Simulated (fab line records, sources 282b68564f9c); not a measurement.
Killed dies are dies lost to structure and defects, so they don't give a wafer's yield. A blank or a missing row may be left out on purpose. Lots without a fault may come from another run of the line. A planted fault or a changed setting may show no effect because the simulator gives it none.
Which tool did it? | flow rit_cmos | 14 lots, 42 wafers sampled, at 5 steps of a route of 202

WHAT THE GAUGES READ, wafer by wafer
RIT_ACTIVE_THK_MEAS_02.
lot  | measured    | on            | ACTIVE_OXIDE_THK (nm)
L356 | day 1 12:03 | film_metro-02 | 46.0 46.5 46.5
L357 | day 1 17:03 | film_metro-02 | 47.2 48.0 47.9
L358 | day 1 22:04 | film_metro-02 | 46.1 45.4 47.1
L359 | day 2 03:03 | film_metro-02 | 47.3 47.7 47.1
L360 | day 2 09:15 | film_metro-04 | 47.4 46.8 46.5
L361 | day 2 13:04 | film_metro-02 | 46.2 46.6 46.6
L363 | day 3 01:18 | film_metro-01 | 75.2 73.5 74.8
L365 | day 3 13:53 | film_metro-01 | 76.3 76.6 75.6
L369 | day 4 05:03 | film_metro-02 | 46.8 46.5 46.9
L372 | day 4 21:40 | film_metro-02 | 46.5 47.5 46.8
L375 | day 5 11:04 | film_metro-04 | 48.2 48.0 49.2
L376 | day 5 16:17 | film_metro-01 | 46.4 46.6 47.2
L377 | day 5 21:03 | film_metro-01 | 44.6 45.1 45.3
L379 | day 6 07:03 | film_metro-04 | 45.7 46.7 47.4

RIT_NWELL_TW_MEAS_10.
lot  | measured    | on            | NWELL_TW
L356 | day 1 22:22 | film_metro-03 | 2114 2112 2116
L357 | day 2 01:55 | film_metro-02 | 2143 2141 2137
L358 | day 2 07:09 | film_metro-03 | 2137 2127 2124
L359 | day 2 13:11 | film_metro-03 | 2135 2124 2126
L360 | day 2 19:19 | film_metro-03 | 2132 2122 2127
L361 | day 2 23:40 | film_metro-02 | 2142 2135 2144
L363 | day 3 12:39 | film_metro-02 | 2130 2127 2132
L365 | day 4 01:25 | film_metro-02 | 2118 2127 2127
L369 | day 4 14:04 | film_metro-01 | 2153 2156 2154
L372 | day 5 06:23 | film_metro-02 | 2120 2128 2120
L375 | day 5 21:37 | film_metro-03 | 2129 2138 2136
L376 | day 6 01:14 | film_metro-03 | 2118 2111 2118
L377 | day 6 05:55 | film_metro-02 | 2129 2126 2126
L379 | day 6 17:13 | film_metro-02 | 2129 2125 2130

RIT_PSD_OVL_MEAS_06.
lot  | measured    | on         | PSD_OVL (nm)
L356 | day 3 02:31 | overlay-02 | -0.1 0.0 1.6
L357 | day 3 05:38 | overlay-01 | 2.0 0.5 0.9
L358 | day 3 09:55 | overlay-02 | 1.6 1.5 1.4
L359 | day 3 17:14 | overlay-02 | 3.0 2.1 0.5
L360 | day 4 00:39 | overlay-01 | -1.1 -1.0 -1.0
L361 | day 4 03:32 | overlay-02 | 1.1 1.8 0.8
L363 | day 4 19:23 | overlay-01 | -1.3 -1.1 -1.4
L365 | day 5 11:40 | overlay-02 | 1.1 0.1 0.6
L369 | day 5 18:58 | overlay-02 | 0.8 -0.8 1.4
L372 | day 6 10:14 | overlay-02 | -0.7 1.4 -1.5
L375 | day 7 00:24 | overlay-02 | 0.3 0.5 -0.8
L376 | day 7 04:50 | overlay-02 | -1.4 0.5 0.8
L377 | day 7 09:39 | overlay-02 | 0.6 2.0 1.5
L379 | day 7 19:32 | overlay-02 | 0.2 -0.8 -1.3

RIT_SILICIDE_THK_MEAS_03: measures by xrf.
lot  | measured    | on            | SILICIDE_TI_THK (nm)
L356 | day 3 04:16 | film_metro-03 | 30.3 30.5 30.4
L357 | day 3 07:24 | film_metro-03 | 29.9 30.0 30.2
L358 | day 3 11:41 | film_metro-03 | 29.7 29.6 29.7
L359 | day 3 19:00 | film_metro-04 | 30.2 30.6 30.5
L360 | day 4 02:25 | film_metro-04 | 30.0 30.0 30.1
L361 | day 4 05:18 | film_metro-04 | 29.8 30.1 30.2
L363 | day 4 21:09 | film_metro-03 | 29.7 29.9 29.9
L365 | day 5 13:54 | film_metro-02 | 29.5 29.9 29.4
L369 | day 5 20:44 | film_metro-03 | 30.3 30.2 30.4
L372 | day 6 12:10 | film_metro-03 | 29.9 29.8 29.9
L375 | day 7 02:10 | film_metro-03 | 30.6 30.6 30.4
L376 | day 7 06:35 | film_metro-03 | 29.3 29.8 30.1
L377 | day 7 11:25 | film_metro-03 | 30.0 30.1 30.0
L379 | day 7 21:17 | film_metro-03 | 30.1 30.1 29.7

WHICH TOOL RAN EACH LOT (tool, then ch and the chambers of the sampled wafers, then the start)
lot  | RIT_ACTIVE_OXIDATION_01
L356 | furnace-04 ch 0, day 1 10:07
L357 | furnace-03 ch 0, day 1 15:07
L358 | furnace-04 ch 0, day 1 20:07
L359 | furnace-01 ch 0, day 2 01:07
L360 | furnace-04 ch 0, day 2 07:19
L361 | furnace-04 ch 0, day 2 11:07
L363 | furnace-04 ch 0, day 2 21:12
L365 | furnace-04 ch 0, day 3 08:51 and furnace-01 ch 0, day 3 11:57
L369 | furnace-01 ch 0, day 4 03:07
L372 | furnace-04 ch 0, day 4 19:44
L375 | furnace-01 ch 0, day 5 09:07
L376 | furnace-03 ch 0, day 5 14:21
L377 | furnace-03 ch 0, day 5 19:07
L379 | furnace-04 ch 0, day 6 05:07
- RIT_ACTIVE_OXIDATION_01: target thk 46.8 nm, ox time 3360 s.

WHAT THE TOOLS THEMSELVES READ (means of the sampled wafers that have a number; where no wafer has one, the mark that the record gives instead)
RIT_ACTIVE_OXIDATION_01.
lot  | tool                  | tube_center_temp_C_max | zone_power_load_pct (%)
L356 | furnace-04            | 1002.7                 | 32.7
L357 | furnace-03            | 1002.5                 | 34.5
L358 | furnace-04            | 1002.6                 | 32.9
L359 | furnace-01            | 1002.4                 | 33.9
L360 | furnace-04            | 1002.6                 | 32.8
L361 | furnace-04            | 1002.6                 | 33.1
L363 | furnace-04            | 1002.3                 | 32.9
L365 | furnace-04/furnace-01 | 1002.7                 | 33.3
L369 | furnace-01            | 1002.2                 | 33.7
L372 | furnace-04            | 1002.2                 | 32.9
L375 | furnace-01            | 1002.5                 | 34.1
L376 | furnace-03            | 1002.5                 | 34.3
L377 | furnace-03            | 1002.6                 | 34.6
L379 | furnace-04            | 1002.7                 | 32.5

THE ANSWER, worked out from the rows above alone
Rule: what is usual is taken from the lots themselves. Put in order of their means at a reading, lots are off if they are a third of the lots or fewer, leave a main group of 4 or more, and stand apart from it by a gap of 3 or more times the standard deviation of the main group's means; of several such gaps the widest counts. A main group whose means are all the same, to the digits that the tables above print for the reading, isn't used. A lot without any number at a reading at which 4 lots or more have one is off too. The other lots that the step has rows for count as sound. The gauges are gone through in route order, then the tools' own readings, and for those a lot's mean is taken as printed above. The first step at which some lot is off is used, and at that step the reading that is off furthest; a lot without a number counts as furthest.
Off: L363, L365, at RIT_ACTIVE_THK_MEAS_02 (ACTIVE_OXIDE_THK). The main group: mean 46.8 nm, standard deviation 0.81.
A tool fits if, at a process step before that reading, it ran every lot that is off, and no sound lot after the first of them. The gauges at RIT_ACTIVE_THK_MEAS_02 are tried like those tools. None of those tried fits.

WHAT THE SIMULATOR HAD PUT IN
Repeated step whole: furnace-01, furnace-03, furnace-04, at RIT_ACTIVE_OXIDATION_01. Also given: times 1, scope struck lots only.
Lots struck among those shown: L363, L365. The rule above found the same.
